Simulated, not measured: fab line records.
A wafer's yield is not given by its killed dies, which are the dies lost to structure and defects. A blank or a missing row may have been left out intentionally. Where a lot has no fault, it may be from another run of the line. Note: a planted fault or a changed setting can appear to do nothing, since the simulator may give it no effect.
fab line records	flow rit_cmos
record lots=13	wafers=39	last_day=7
route steps=202 shown FOX2@27 NRETRO@63 PLDD@123 CONTACT@181 M1@202
lots untouched by any fault: they come from a run of this same line in which no faults occurred
start_h: hours from the record's opening day to when the first of the lot's shown wafers began	wait_h: hours from the lot's prior step to this one	" identical to the entry in the row above	L1.1+2: several wafers, shown together as one row	- no value, or no start was given	* or withheld: withheld	< > ~ a bound
route shown NAME@n: NAME is a module with steps in the file, n the number in the route of the first one	usual: mean/standard deviation taken from wafers without a fault	same: alike in all rows	chamber/n: place in a boat	sites: per-site readings	_std_site: how widely they spread, as a standard deviation	_edge_site: outer sites' mean less inner sites'	radius_mm: how far each site lies from the wafer's centre	mask NAME#n: copy n	behind: tool/chamber where the wafer was last shaped	hold: cause of the lot's hold/its duration in hours/its outcome	device: names the non-switching transistor (n, p or np)	end of line: the route-end tests of the same wafers	for a step that has no rows: nothing shown but its recipe	killed: dies lost to structure and defects at the first sort, not the wafer's yield	map: per-die view of a wafer (x killed, . not killed, _ where there is no die)
set.NAME: the setting as run; set.NAME@STEP: as run at that earlier step	model.NAME: the simulator's own value behind a step, which no gauge read
steps of the route over a sample of lots; a table a step, a row a wafer
services: when a tool's chamber went out of use (start_h, in hours from the record's first day, below 0 if earlier), for how many hours, and the reason
## steps
# step RIT_FOX2_THK_MEAS_90
# recipe reads=SiO2_of_FOX2_OXIDATION_00
# usual FIELD_OXIDE_LEFT_1_THK=308/6.8
lot.wafer	tool	chamber	start_h	wait_h	FIELD_OXIDE_LEFT_1_THK[nm]
L453.1	film_metro-01	-	32.39	0.0	311
L453.3	"	-	"	"	306
L453.6	"	-	"	"	316
L455.4	film_metro-02	-	37.38	0.0	302
L455.5	"	-	"	"	302
L455.6	"	-	"	"	301
L457.1	film_metro-01	-	46.09	0.0	311
L457.3	"	-	"	"	313
L457.6	"	-	"	"	312
L459.4	film_metro-04	-	56.67	0.0	315
L459.5	"	-	"	"	313
L459.6	"	-	"	"	318
L463.3	film_metro-01	-	80.18	0.0	292
L463.4	"	-	"	"	292
L463.5	"	-	"	"	296
L465.1	film_metro-01	-	86.74	0.0	321
L465.2	"	-	"	"	316
L465.4	"	-	"	"	315
L468.2	film_metro-04	-	103.04	0.0	311
L468.5	"	-	"	"	308
L468.6	"	-	"	"	310
L469.2	film_metro-04	-	106.33	0.0	301
L469.4	"	-	"	"	296
L469.6	"	-	"	"	298
L470.2	film_metro-02	-	110.90	0.0	306
L470.5	"	-	"	"	306
L470.6	"	-	"	"	313
L471.1	film_metro-02	-	117.14	0.0	300
L471.2	"	-	"	"	294
L471.4	"	-	"	"	298
L473.2	film_metro-01	-	125.00	0.0	310
L473.3	"	-	"	"	308
L473.4	"	-	"	"	310
L474.2	film_metro-04	-	132.07	0.0	315
L474.5	"	-	"	"	309
L474.6	"	-	"	"	315
L475.1	film_metro-01	-	136.26	0.0	301
L475.4	"	-	"	"	305
L475.6	"	-	"	"	307
# step RIT_NRETRO_TW_MEAS_10
# usual NRETRO_TW=1056/12
lot.wafer	tool	chamber	start_h	wait_h	NRETRO_TW
L453.1	film_metro-04	-	43.11	0.1	1059
L453.3	"	-	"	"	1063
L453.6	"	-	"	"	1057
L455.4	film_metro-03	-	48.96	0.1	1070
L455.5	"	-	"	"	1061
L455.6	"	-	"	"	1064
L457.1	film_metro-03	-	56.44	0.1	1065
L457.3	"	-	"	"	1065
L457.6	"	-	"	"	1057
L459.4	film_metro-04	-	68.90	0.1	1063
L459.5	"	-	"	"	1072
L459.6	"	-	"	"	1066
L463.3	film_metro-03	-	90.87	0.1	1061
L463.4	"	-	"	"	1060
L463.5	"	-	"	"	1065
L465.1	film_metro-02	-	97.08	0.1	1047
L465.2	"	-	"	"	1042
L465.4	"	-	"	"	1043
L468.2	film_metro-03	-	115.03	0.1	1065
L468.5	"	-	"	"	1068
L468.6	"	-	"	"	1068
L469.2	film_metro-04	-	116.69	0.1	1054
L469.4	"	-	"	"	1057
L469.6	"	-	"	"	1055
L470.2	film_metro-02	-	121.66	0.1	1035
L470.5	"	-	"	"	1034
L470.6	"	-	"	"	1038
L471.1	film_metro-04	-	127.58	0.1	1055
L471.2	"	-	"	"	1055
L471.4	"	-	"	"	1068
L473.2	film_metro-02	-	136.09	0.1	1032
L473.3	"	-	"	"	1037
L473.4	"	-	"	"	1041
L474.2	film_metro-04	-	142.54	0.1	1057
L474.5	"	-	"	"	1058
L474.6	"	-	"	"	1054
L475.1	film_metro-03	-	147.05	0.1	1067
L475.4	"	-	"	"	1067
L475.6	"	-	"	"	1068
# step RIT_PLDD_STRIP_09
# recipe chemistry=O2	time_s=180	resist=NOVOLAK	platen_temp_c=withheld	power_w=500	pressure_mtorr=4000	o2_flow_sccm=4000
# usual chamber_pressure_mTorr=4000/4.1	drypump_motor_current_A=5.4/0.35	run_length_s=208.4/0.33
lot.wafer	tool	chamber	start_h	wait_h	chamber_pressure_mTorr	drypump_motor_current_A	rf_hours_counter_h	run_length_s
L453.1	plasma_asher-03	1	59.68	0.1	4001	6.0	40	207.9
L453.3	"	0	"	"	4000	5.5	-	208.3
L453.6	"	0	"	"	3998	5.4	-	208.4
L455.4	plasma_asher-04	1	65.60	0.1	4000	5.2	-	208.6
L455.5	"	1	"	"	3998	5.2	-	208.0
L455.6	"	0	"	"	3996	5.7	-	208.9
L457.1	plasma_asher-03	0	69.80	0.2	4003	5.5	42	72.4
L457.3	"	0	"	"	4003	5.5	-	72.0
L457.6	"	0	"	"	4003	5.5	-	72.4
L459.4	plasma_asher-04	1	83.93	0.1	4007	5.2	-	208.1
L459.5	"	1	"	"	4000	5.2	-	208.5
L459.6	"	0	"	"	3999	5.7	-	208.9
L463.3	plasma_asher-01	0	109.49	0.1	4001	4.9	-	208.7
L463.4	"	1	"	"	3999	5.4	-	208.5
L463.5	"	1	"	"	4001	5.4	-	208.4
L465.1	plasma_asher-01	0	112.16	0.1	4000	4.9	47	208.1
L465.2	"	1	"	"	4005	5.4	47	208.4
L465.4	"	0	"	"	4002	4.9	-	208.0
L468.2	plasma_asher-01	0	128.62	0.1	4000	4.9	49	208.4
L468.5	"	0	"	"	3998	4.9	-	208.4
L468.6	"	1	"	"	3997	5.4	-	208.9
L469.2	plasma_asher-01	0	131.17	0.1	3999	4.9	49	208.3
L469.4	"	0	"	"	4001	4.9	-	208.0
L469.6	"	0	"	"	3995	4.9	-	208.1
L470.2	plasma_asher-03	0	138.12	0.1	4000	5.5	49	208.1
L470.5	"	0	"	"	4004	5.5	-	208.8
L470.6	"	1	"	"	4002	6.0	-	207.9
L471.1	plasma_asher-04	0	140.63	0.1	3996	5.7	38	208.9
L471.2	"	1	"	"	4005	5.3	38	208.0
L471.4	"	1	"	"	4000	5.2	-	207.9
L473.2	plasma_asher-01	0	150.47	0.1	4005	4.9	51	208.0
L473.3	"	1	"	"	3997	5.4	-	208.5
L473.4	"	0	"	"	3999	4.9	-	208.2
L474.2	plasma_asher-03	1	158.80	0.1	3999	6.0	51	207.8
L474.5	"	1	"	"	3998	6.0	-	208.1
L474.6	"	0	"	"	3998	5.5	-	208.0
L475.1	plasma_asher-03	1	162.93	0.1	3997	6.0	52	207.9
L475.4	"	0	"	"	4003	5.5	-	208.1
L475.6	"	1	"	"	4000	6.0	-	208.1
# step RIT_CONTACT_CD_MEAS_90
# recipe target_cd_nm=1000
# usual cd_nm=1001.0/2.4
lot.wafer	tool	chamber	start_h	wait_h	cd_nm
L453.1	cd_sem-02	-	69.23	0.1	1002.7
L453.3	"	-	"	"	1002.4
L453.6	"	-	"	"	1003.1
L455.4	cd_sem-02	-	75.01	0.1	997.7
L455.5	"	-	"	"	999.8
L455.6	"	-	"	"	997.2
L459.4	cd_sem-02	-	93.45	0.1	1001.9
L459.5	"	-	"	"	1003.3
L459.6	"	-	"	"	1003.5
L463.3	cd_sem-02	-	118.47	0.1	999.0
L463.4	"	-	"	"	998.4
L463.5	"	-	"	"	997.6
L465.1	cd_sem-01	-	122.43	0.1	1000.8
L465.2	"	-	"	"	999.8
L465.4	"	-	"	"	1000.8
L468.2	cd_sem-02	-	138.76	0.1	999.2
L468.5	"	-	"	"	998.8
L468.6	"	-	"	"	1000.1
L469.2	cd_sem-02	-	140.39	0.1	999.5
L469.4	"	-	"	"	1000.8
L469.6	"	-	"	"	997.9
L470.2	cd_sem-01	-	147.27	0.1	1000.4
L470.5	"	-	"	"	999.2
L470.6	"	-	"	"	998.2
L471.1	cd_sem-01	-	150.19	0.1	1004.7
L471.2	"	-	"	"	1002.5
L471.4	"	-	"	"	1004.0
L473.2	cd_sem-02	-	159.57	0.1	997.4
L473.3	"	-	"	"	999.1
L473.4	"	-	"	"	999.9
L474.2	cd_sem-01	-	168.73	0.1	1000.9
L474.5	"	-	"	"	1001.7
L474.6	"	-	"	"	1001.2
L475.1	cd_sem-01	-	174.11	0.1	1002.8
L475.4	"	-	"	"	1000.3
L475.6	"	-	"	"	1002.0
# step RIT_M1_PROBE_99
# usual killed_at_contacts=0.1/0.27	killed_at_front_end=7/3.3	killed_dies=7/3.3	killed_on_rim=2.0/1.5	killed_open=3.5/2	killed_short=3.8/2.2
# same gross_dies=264	killed_at_M0_to_M3=0	killed_at_M4_up=0	killed_at_back_side=0	killed_at_other=0
lot.wafer	tool	chamber	start_h	wait_h	killed_at_contacts	killed_at_front_end	killed_dies	killed_on_rim	killed_open	killed_short
L457.1	prober-01	-	83.51	0.1	0	264	264	70	3	3
L457.3	prober-01	-	83.61	0.2	0	264	264	70	2	2
L457.6	prober-01	-	83.76	0.2	0	264	264	70	2	4
L459.4	prober-01	-	98.03	0.2	0	5	5	1	3	2
L459.5	prober-01	-	98.08	0.2	0	6	6	2	4	2
L459.6	prober-01	-	98.13	0.2	0	5	5	1	2	3
L463.3	prober-01	-	123.10	0.2	0	13	13	2	6	7
L463.4	prober-01	-	123.15	0.2	0	4	4	1	3	1
L463.5	prober-01	-	123.20	0.2	0	11	11	3	4	7
L465.1	prober-01	-	127.07	0.1	0	8	8	2	4	4
L465.2	prober-01	-	127.12	0.1	0	5	5	0	3	2
L465.4	prober-01	-	127.22	0.2	0	5	5	0	2	3
L471.1	prober-01	-	154.67	0.1	0	6	6	3	3	3
L471.2	prober-01	-	154.72	0.1	0	4	4	2	4	0
L471.4	prober-01	-	154.82	0.2	0	5	5	1	3	2
L474.2	prober-02	-	173.40	0.1	0	3	3	0	1	2
L474.5	prober-02	-	173.55	0.2	0	8	8	3	2	6
L474.6	prober-02	-	173.60	0.2	0	7	7	2	3	4
L475.1	prober-01	-	178.72	0.1	0	5	5	0	3	2
L475.4	prober-01	-	178.87	0.2	0	3	3	1	2	1
L475.6	prober-01	-	178.97	0.2	0	7	7	5	5	2
# killed by level:class
L457.1 SPACER:area_cvd=258 GATE:geometric_particle:open=2 SPACER:geometric_particle:short=2 REOX:geometric_particle:open=1 SILICIDE:geometric_particle:short=1
L457.3 SPACER:area_cvd=260 GATE:geometric_particle:short=1 GATE:geometric_particle:open=1 REOX:geometric_particle:open=1 SILICIDE:geometric_particle:short=1
L457.6 SPACER:area_cvd=258 GATE:geometric_particle:short=2 FOX2:geometric_particle:short=1 GATE:geometric_particle:open=1 SILICIDE:geometric_particle:open=1 SILICIDE:geometric_particle:short=1
L459.4 GATE:geometric_particle:open=3 GATE:geometric_particle:short=1 SPACER:geometric_particle:short=1
L459.5 SILICIDE:geometric_particle:open=2 FOX1:geometric_particle:open=1 FOX2:geometric_particle:open=1 GATE:geometric_particle:short=1 REOX:geometric_particle:short=1
L459.6 GATE:geometric_particle:open=2 SILICIDE:geometric_particle:short=2 SPACER:geometric_particle:short=1
L463.3 FOX1:geometric_particle:short=3 SILICIDE:geometric_particle:open=3 SPACER:geometric_particle:short=2 FOX1:geometric_particle:open=1 FOX2:geometric_particle:short=1 GATE:geometric_particle:short=1 GATE:geometric_particle:open=1 REOX:geometric_particle:open=1
L463.4 REOX:geometric_particle:open=2 FOX1:geometric_particle:open=1 SPACER:geometric_particle:short=1
L463.5 GATE:geometric_particle:short=3 FOX2:geometric_particle:short=2 GATE:geometric_particle:open=2 FOX1:geometric_particle:open=1 FOX1:geometric_particle:short=1 REOX:geometric_particle:short=1 SILICIDE:geometric_particle:open=1
L465.1 SILICIDE:geometric_particle:open=3 SPACER:geometric_particle:short=2 GATE:geometric_particle:open=1 REOX:geometric_particle:short=1 SILICIDE:geometric_particle:short=1
L465.2 SPACER:geometric_particle:open=2 GATE:geometric_particle:open=1 GATE:geometric_particle:short=1 REOX:geometric_particle:short=1
L465.4 GATE:geometric_particle:short=2 SPACER:geometric_particle:open=1 SILICIDE:geometric_particle:open=1 SILICIDE:geometric_particle:short=1
L471.1 SPACER:geometric_particle:short=2 FOX1:geometric_particle:open=1 GATE:geometric_particle:short=1 SPACER:geometric_particle:open=1 SILICIDE:geometric_particle:open=1
L471.2 GATE:geometric_particle:open=3 FOX2:geometric_particle:open=1
L471.4 GATE:geometric_particle:open=2 FOX1:geometric_particle:open=1 REOX:geometric_particle:short=1 SPACER:geometric_particle:short=1
L474.2 GATE:geometric_particle:short=2 GATE:geometric_particle:open=1
L474.5 GATE:geometric_particle:short=4 GATE:geometric_particle:open=2 FOX1:geometric_particle:short=1 SILICIDE:geometric_particle:short=1
L474.6 FOX2:geometric_particle:short=2 GATE:geometric_particle:open=2 FOX1:geometric_particle:open=1 GATE:geometric_particle:short=1 REOX:geometric_particle:short=1
L475.1 FOX1:geometric_particle:open=1 FOX2:geometric_particle:short=1 FOX2:geometric_particle:open=1 GATE:geometric_particle:short=1 GATE:geometric_particle:open=1
L475.4 FOX1:geometric_particle:open=1 GATE:geometric_particle:short=1 SILICIDE:geometric_particle:open=1
L475.6 FOX2:geometric_particle:open=2 GATE:geometric_particle:open=2 GATE:geometric_particle:short=2 SILICIDE:geometric_particle:open=1
## services
tool	chamber	start_h	hours	kind
plasma_asher-03	-	45.49	2.8	repair
plasma_asher-03	-	78.11	4.9	repair
## key
first_sign step=RIT_PLDD_STRIP_09	reading=run_length_s	direction=down	sigmas=99+	usual=*	struck=*
effect step=RIT_M1_PROBE_99	reading=killed_at_front_end	direction=up	sigmas=77	usual=7	struck=264
more_kills_born_at RIT_SPACER_CVD_03@lpcvd-01=776
met_at RIT_PLDD_STRIP_09
struck_lots L457
later_rows_left_out L457.1,L457.3,L457.6
tester_left_out L457
not_acting_at RIT_FOX2_THK_MEAS_90,RIT_NRETRO_TW_MEAS_10,RIT_CONTACT_CD_MEAS_90
onset_between 59.68 69.80
fault kind=strip_aborted	tool=plasma_asher-03	chamber=-	onset_h=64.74	steps=RIT_PLDD_STRIP_09	offset=0.6	end_h=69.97
# tester_left_out: of these lots the tester's yield and bins aren't shown, on N5 and GAA mostly nor the transistor test; their killed dies are dies lost to structure and defects alone, not to doping, threshold or leakage, so they don't give the yield
# later_rows_left_out: the simulator's readings of these wafers behind a module that went badly wrong aren't trusted and aren't shown, but for the sort
